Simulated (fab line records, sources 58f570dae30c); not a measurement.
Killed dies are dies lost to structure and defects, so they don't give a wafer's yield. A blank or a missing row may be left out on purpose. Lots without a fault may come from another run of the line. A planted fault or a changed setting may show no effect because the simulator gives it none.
fab line records | flow berkeley_cmos170
record lots=6 wafers=18 last_day=11
route steps=331 shown NLDD@162 SPACER@171
lots that met no fault: from a run of the same line without faults
start_h: hours from the record's first day to the start of the lot's first wafer shown | wait_h: hours since the lot's step before | " the same as in the row above | L1.1+2: a row that stands for several wafers | - no value, or no start given | * or withheld: withheld | < > ~ a bound
route shown NAME@n: a module of which the file shows steps, and the number in the route of the first | usual: mean/standard deviation of fault-free wafers | same: alike in all rows | chamber/n: place in a boat | sites: the reading at each site | _std_site: their standard deviation | _edge_site: outer sites' mean less inner sites' | radius_mm: how far each site lies from the wafer's centre | mask NAME#n: copy n | behind: the tool/chamber that last shaped the wafer | hold: why the lot was held/for how many hours/how that ended | device: the transistor (n, p or np) that didn't switch | end of line: the same wafers' tests at the end of the route | a step without rows: its recipe alone | killed: dies lost to structure and defects at the first sort, not the wafer's yield | map: a wafer's dies, x killed, . not, _ none there
set.NAME: the setting as run; set.NAME@STEP: as run at that earlier step | model.NAME: the simulator's own value behind a step, which no gauge read
lots at some steps of the route; a table a step, a row a wafer
services: from which hour (start_h, from the record's first day; less than 0 if before it) a tool's chamber was out of use, for how many hours, and why
## steps
# step UCB170_NLDD_PEB_04
# recipe peb_temp_c=130 peb_time_s=withheld resist=KrF
# step UCB170_NLDD_DEVELOP_05
# recipe developer=TMAH develop_time_s=45 resist=KrF dev_temp_c=20.52
# step UCB170_NLDD_CD_MEAS_06
# recipe target_cd_nm=1200
# usual cd_nm=1200.1/1.4
# columns lot.wafer tool chamber start_h wait_h cd_nm
L636.2 cd_sem-01 - 137.82 - 1199.6
L636.3 " - " " 1201.1
L636.5 " - " " 1200.1
L635.2 cd_sem-02 - 138.30 - 1199.4
L635.3 " - " " 1198.6
L635.5 " - " " 1198.6
L651.1 cd_sem-01 - 208.91 - 1202.9
L651.3 " - " " 1200.7
L651.4 " - " " 1201.6
L652.2 cd_sem-02 - 209.21 - 1200.7
L652.4 " - " " 1200.6
L652.5 " - " " 1200.7
L649.1 cd_sem-02 - 210.01 - 1200.0
L649.3 " - " " 1199.7
L649.4 " - " " 1200.2
L655.3 cd_sem-01 - 226.57 - 1198.9
L655.5 " - " " 1199.7
L655.6 " - " " 1198.6
# step UCB170_NLDD_OVL_MEAS_07
# usual NLDD_OVL=-4/5.9
# columns lot.wafer tool chamber start_h wait_h NLDD_OVL[nm]
L636.2 overlay-01 - 137.93 0.1 -7
L636.3 " - " " -10
L636.5 " - " " -2
L635.2 overlay-01 - 138.41 0.1 -5
L635.3 " - " " -8
L635.5 " - " " -9
L651.1 overlay-02 - 209.03 0.1 0
L651.3 " - " " -4
L651.4 " - " " -5
L652.2 overlay-01 - 209.31 0.1 -8
L652.4 " - " " -12
L652.5 " - " " -1
L649.1 overlay-02 - 210.13 0.1 5
L649.3 " - " " 2
L649.4 " - " " 10
L655.3 overlay-02 - 226.66 0.1 -10
L655.5 " - " " -16
L655.6 " - " " -12
# step UCB170_NLDD_IMPLANT_08
# recipe species=As dose_cm2=5e+13 energy_kev=30 tilt_deg=7 rotation_deg=0
# step UCB170_NLDD_IMPLANT_09
# recipe species=As dose_cm2=5e+13 energy_kev=30 tilt_deg=7 rotation_deg=180
# step UCB170_NLDD_STRIP_10
# recipe chemistry=O2 power_w=400 pressure_mtorr=3500 platen_temp_c=withheld o2_flow_sccm=400 overash_fraction=0.5
# usual drypump_motor_current_A=5.7/0.51 oes_product_au=0.734/0.0045 strip_time_to_endpoint_s=21.61/0.065
# columns lot.wafer tool chamber start_h wait_h drypump_motor_current_A oes_product_au rf_hours_counter_h strip_time_to_endpoint_s
L636.2 plasma_asher-03 1 138.26 0.1 5.8 0.733 46 21.70
L636.3 " 1 " " 5.8 0.729 - 21.70
L636.5 " 0 " " 6.2 0.737 - 21.69
L635.2 plasma_asher-01 0 138.74 0.1 5.0 0.733 34 21.69
L635.3 " 0 " " 5.0 0.734 - 21.58
L635.5 " 0 " " 5.0 0.732 - 21.66
L651.1 plasma_asher-01 0 209.37 0.1 5.0 0.736 41 21.59
L651.3 " 0 " " 4.9 0.728 - 21.66
L651.4 " 1 " " 6.3 0.731 - 21.65
L652.2 plasma_asher-03 1 209.64 0.1 5.8 0.727 54 21.69
L652.4 " 0 " " 6.2 0.744 - 21.64
L652.5 " 0 " " 6.2 0.738 - 21.63
L649.1 plasma_asher-02 1 210.46 0.1 5.8 0.737 9 21.58
L649.3 " 0 " " 5.2 0.737 - 21.55
L649.4 " 1 " " 5.8 0.727 - 21.60
L655.3 plasma_asher-03 0 227.02 0.1 6.2 0.742 - 21.51
L655.5 " 0 " " 6.2 0.727 - 21.47
L655.6 " 1 " " 5.8 0.732 - 21.45
# step UCB170_NLDD_TW_MEAS_11
# usual NLDD_TW=2219/12
# columns lot.wafer tool chamber start_h wait_h NLDD_TW
L636.2 film_metro-03 - 138.37 0.1 2221
L636.3 " - " " 2222
L636.5 " - " " 2233
L635.2 film_metro-04 - 138.85 0.1 2216
L635.3 " - " " 2224
L635.5 " - " " 2234
L651.1 film_metro-03 - 209.47 0.1 2234
L651.3 " - " " 2217
L651.4 " - " " 2238
L652.2 film_metro-04 - 209.75 0.1 2222
L652.4 " - " " 2221
L652.5 " - " " 2230
L649.1 film_metro-04 - 210.56 0.1 2209
L649.3 " - " " 2210
L649.4 " - " " 2221
L655.3 film_metro-03 - 227.11 0.1 2220
L655.5 " - " " 2224
L655.6 " - " " 2219
# step UCB170_NLDD_CLEAN_12
# recipe chemistry=SPM temp_c=120 time_s=600
# step UCB170_SPACER_CVD_00
# recipe material=SiO2 target_thk_nm=376 temp_c=390 precursor=TEOS/O2 time_s=47 rf_w=550 pressure_mtorr=9000
# usual heater_power_w=274/50
# same time_s=47
# columns lot.wafer tool chamber start_h wait_h heater_power_w
L636.2 pecvd-02 1 138.60 0.0 201
L636.3 " 0 " " 332
L636.5 " 2 " " 193
L635.2 pecvd-02 2 139.08 0.0 290
L635.3 " 1 " " 246
L635.5 " 1 " " 255
L651.1 pecvd-02 2 209.70 0.0 206
L651.3 " 1 " " 253
L651.4 " 1 " " 271
L652.2 pecvd-01 0 209.98 0.0 211
L652.4 " 2 " " 278
L652.5 " 1 " " 347
L649.1 pecvd-02 2 210.80 0.0 273
L649.3 " 1 " " 275
L649.4 " 0 " " 307
L655.3 pecvd-02 0 227.34 0.0 313
L655.5 " 1 " " 217
L655.6 " 2 " " 235
# step UCB170_SPACER_THK_MEAS_01
# recipe reads=SiO2_of_SPACER_CVD_00
# usual SPACER_TEOS_THK=378/5.2
# columns lot.wafer tool chamber start_h wait_h SPACER_TEOS_THK[nm]
L636.2 film_metro-03 - 138.65 0.0 373
L636.3 " - " " 376
L636.5 " - " " 380
L635.2 film_metro-01 - 139.13 0.0 372
L635.3 " - " " 376
L635.5 " - " " 377
L651.1 film_metro-01 - 209.75 0.0 374
L651.3 " - " " 378
L651.4 " - " " 379
L652.2 film_metro-04 - 210.03 0.0 378
L652.4 " - " " 383
L652.5 " - " " 379
L649.1 film_metro-04 - 210.84 0.0 378
L649.3 " - " " 376
L649.4 " - " " 385
L655.3 film_metro-01 - 227.40 0.0 379
L655.5 " - " " 384
L655.6 " - " " 380
# step UCB170_SPACER_ANNEAL_02
# recipe temp_c=900 time_s=1800 ambient=N2
# step UCB170_SPACER_ETCHBACK_03
# recipe stop_on=Si target=SiO2 chemistry=CHF3/CF4/Ar CHF3_flow_sccm=50 cf4_flow_sccm=10 Ar_flow_sccm=120 pressure_mtorr=200 rf_w=500 target_depth_a=3760 time_s=100
# usual drypump_motor_current_A=5.8/0.53 oes_product_au=0.905/0.014 run_length_s=128.1/0.51 throttle_valve_pct=6.51/0.13
# columns lot.wafer tool chamber start_h wait_h drypump_motor_current_A oes_product_au rf_hours_counter_h run_length_s throttle_valve_pct model.etch.depth_nm
L635.2 rie_diel-04 1 145.08 0.0 5.9 0.897 13 127.3 6.52 372.5
L635.3 " 3 " " 5.2 0.892 14 128.4 6.39 376
L635.5 " 2 " " 5.4 0.906 - 128.3 6.25 377.3
L636.2 rie_diel-03 3 145.08 0.0 6.7 0.900 91 128.3 6.39 373.1
L636.3 " 1 " " 6.0 0.900 18 128.1 6.58 376.2
L636.5 " 0 " " 5.9 0.903 - 129.0 6.58 380.2
L651.1 rie_diel-03 3 212.80 0.0 6.6 0.988 95 102.7 6.40 315.3
L651.3 " 2 " " 6.5 1.028 132 103.0 6.64 321.9
L651.4 " 0 " " 5.9 0.974 20 103.9 6.57 316.5
L652.2 rie_diel-04 2 212.80 0.0 5.4 0.904 52 128.0 6.25 377.5
L652.4 " 1 " " 5.9 0.911 15 127.6 6.53 382.7
L652.5 " 0 " " 5.6 0.900 - 127.8 6.64 378.4
L649.1 rie_diel-03 2 212.87 0.1 6.5 1.013 132 102.7 6.63 321.1
L649.3 " 0 " " 6.0 0.976 20 103.7 6.58 316.1
L649.4 " 1 " " 5.9 0.984 21 103.1 6.60 319.9
L655.3 rie_diel-04 0 231.93 0.0 5.6 0.897 54 127.9 6.66 378.7
L655.5 " 0 " " 5.6 0.908 - 127.9 6.68 383.9
L655.6 " 3 " " 5.2 0.902 - 128.5 6.39 379.8
## services
# columns tool chamber start_h hours kind
plasma_asher-02 0 117.75 - clean
plasma_asher-02 1 117.75 - clean
plasma_asher-02 - 126.56 1.4 repair
rie_diel-04 - 132.30 0.5 repair
rie_diel-03 1 193.92 3.0 repair
plasma_asher-02 - 205.12 2.1 repair
rie_diel-04 3 214.29 6.5 repair
pecvd-02 0 222.07 5.1 repair
rie_diel-03 2 227.47 1.5 repair
## key
first_sign step=UCB170_SPACER_ETCHBACK_03 reading=run_length_s direction=down sigmas=49 usual=* struck=*
effect step=UCB170_SPACER_ETCHBACK_03 reading=oes_product_au direction=up sigmas=6.5 usual=0.905 struck=0.994
model_effect step=UCB170_SPACER_ETCHBACK_03 value=etch.depth_nm without=378.3 struck=318.5
met_at UCB170_SPACER_ETCHBACK_03
struck_wafers L649.1,L649.3,L649.4,L651.1,L651.3,L651.4
later_rows_left_out L649.1,L649.3,L649.4,L651.1,L651.3,L651.4
sort_left_out L649.1,L649.3,L649.4,L651.1,L651.3,L651.4
tester_left_out L649,L651
onset_between 145.08 212.80
fault kind=process_parameter_drift tool=rie_diel-03 chamber=- onset_h=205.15 steps=UCB170_SPACER_ETCHBACK_03 channel=time_s offset=* shape=step end_h=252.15 acts_in=* stated=*
# tester_left_out: of these lots the tester's yield and bins aren't shown, on N5 and GAA mostly nor the transistor test; their killed dies are dies lost to structure and defects alone, not to doping, threshold or leakage, so they don't give the yield
# sort_left_out: the simulated sort isn't trusted on such a fault, so these wafers' sort isn't shown, and their yield isn't known
# later_rows_left_out: the simulator's readings of these wafers behind a module that went badly wrong aren't trusted and aren't shown, but for the sort
